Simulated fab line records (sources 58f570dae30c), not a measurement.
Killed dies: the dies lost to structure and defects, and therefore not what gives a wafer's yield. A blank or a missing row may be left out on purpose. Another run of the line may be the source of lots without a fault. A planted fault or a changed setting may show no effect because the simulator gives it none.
Split-lot trial    flow berkeley-cmos170    27 wafers read across 5 lots, on a route 331 steps long

== SPLIT DETAILS ==
At UCB170_M3_METAL_ETCH_18 (etches Al in Cl2/BCl3, stops on SiO2, target depth 1170 nm, time 195 s), the setting time-s was moved away from the recipe's 195 s on 12 of the 27 wafers read, by -35.7% to +17.1%. The other wafers ran this setting at the recipe's value.

== SPLIT TO READING: what lies between them in the file, 1 step ==
- UCB170_M3_STRIP_19: strips in O2

== THE READING ==
Shown in nm: cd-nm at UCB170_M3_CD_MEAS_90, with target cd 700 nm. On this fab line, fault-free wafers typically give 698 nm with a standard deviation of 3.4 nm.

wafer   tool, chamber at the split  time-s as run, s  against the recipe  cd-nm, nm  against lot-mates on the recipe
L076.1  rie-metal-01, 1             195               recipe              701        -
L076.2  rie-metal-01, 0             152.7             -21.7%              712        +11
L076.3  rie-metal-01, 1             195               recipe              701        -
L076.4  rie-metal-01, 0             152.7             -21.7%              712        +11
L076.5  rie-metal-01, 0             152.7             -21.7%              712        +11
L076.6  rie-metal-01, 1             195               recipe              702        -
L077.1  rie-metal-04, 1             195               recipe              693        -
L077.2  rie-metal-04, 0             228.3             +17.1%              690        -4
L077.3  rie-metal-04, 1             228.3             +17.1%              685        -9
L077.4  rie-metal-04, 0             195               recipe              696        -
L077.5  rie-metal-04, 1             195               recipe              693        -
L077.6  rie-metal-04, 0             228.3             +17.1%              689        -5
L079.1  rie-metal-04, 0             195               recipe              700        -
L079.2  rie-metal-04, 1             195               recipe              694        -
L079.3  rie-metal-04, 1             195               recipe              696        -
L081.1  rie-metal-01, 0             162.8             -16.5%              706        +7
L081.2  rie-metal-01, 0             162.8             -16.5%              708        +9
L081.3  rie-metal-01, 0             195               recipe              699        -
L081.4  rie-metal-01, 0             162.8             -16.5%              708        +9
L081.5  rie-metal-01, 0             195               recipe              700        -
L081.6  rie-metal-01, 0             195               recipe              699        -
L083.1  rie-metal-01, 0             125.3             -35.7%              723        +19
L083.2  rie-metal-01, 0             195               recipe              703        -
L083.3  rie-metal-01, 0             125.3             -35.7%              719        +15
L083.4  rie-metal-01, 0             195               recipe              704        -
L083.5  rie-metal-01, 0             125.3             -35.7%              720        +16
L083.6  rie-metal-01, 0             195               recipe              704        -

FIT RESULTS
A straight line over all 27 wafers: cd-nm changes by -0.604 nm for each +1% of time-s; r = -0.95; the points scatter about the line by 3.1 nm.
The same after taking each lot's own level away (the mean of its wafers on the recipe; 27 wafers): -0.454 nm for each +1%; r = -0.98; scatter 1.6 nm.
According to that fit, moving time-s by its largest amount changes the reading by 16 nm.
Measured against the standard deviation above, the lots' own levels, which go from 694.0 to 703.7 nm, span 2.8 times it.
So the lot-to-lot level changes the slope: the two fits differ.
Check: with one of the wafers moved furthest among these (-35.7%) left out of the fit, the line predicts +16 nm for it against its lot-mates. It came out at +19.3 nm against them.
Tool readings at the split's step, against how far the setting was moved: oes-product-au r = -0.95.

== THE OTHER SPLITS THESE WAFERS WENT THROUGH ==
These wafers also went through other splits before the reading. Each is held against what the fit with the lots' levels taken away leaves over:
other split on the same wafers  wafers away from the commonest value  r with cd-nm (lot level and that fit taken away)
UCB170_V1_CVD_00 time-s         6                                     +0.02

== THE WHOLE CHAIN: every reading that the file lists as answering this split, in the file's order ==
step                     what it does                                                            reading                                                                    change (the file's fit)                                                             r (the file's)
UCB170_M3_METAL_ETCH_18  etches Al in Cl2/BCl3, stops on SiO2, target depth 1170 nm, time 195 s  oes-product-au                                                             -0.00468 a.u. for each +1% of the setting                                           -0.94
UCB170_M3_METAL_ETCH_18  etches Al in Cl2/BCl3, stops on SiO2, target depth 1170 nm, time 195 s  KrF_of_M3_COAT_10.thk-nm (the simulator's own value, which no gauge read)  -6.9 nm for each +1% of the setting                                                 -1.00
UCB170_M3_METAL_ETCH_18  etches Al in Cl2/BCl3, stops on SiO2, target depth 1170 nm, time 195 s  M3.feature-depth-nm (the simulator's own value, which no gauge read)       not straight: 774.5 at the lowest setting, 963 at the recipe, 975.8 at the highest  not given
UCB170_M3_STRIP_19       strips in O2                                                            oes-product-au                                                             -0.00616 a.u. for each +1% of the setting                                           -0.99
UCB170_M3_CD_MEAS_90     target cd 700 nm                                                        cd-nm                                                                      -0.464 nm for each +1% of the setting                                               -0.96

== THE FILE'S OWN FIT ==
cd-nm changes by -0.464 nm for each +1% of time-s, r = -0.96.
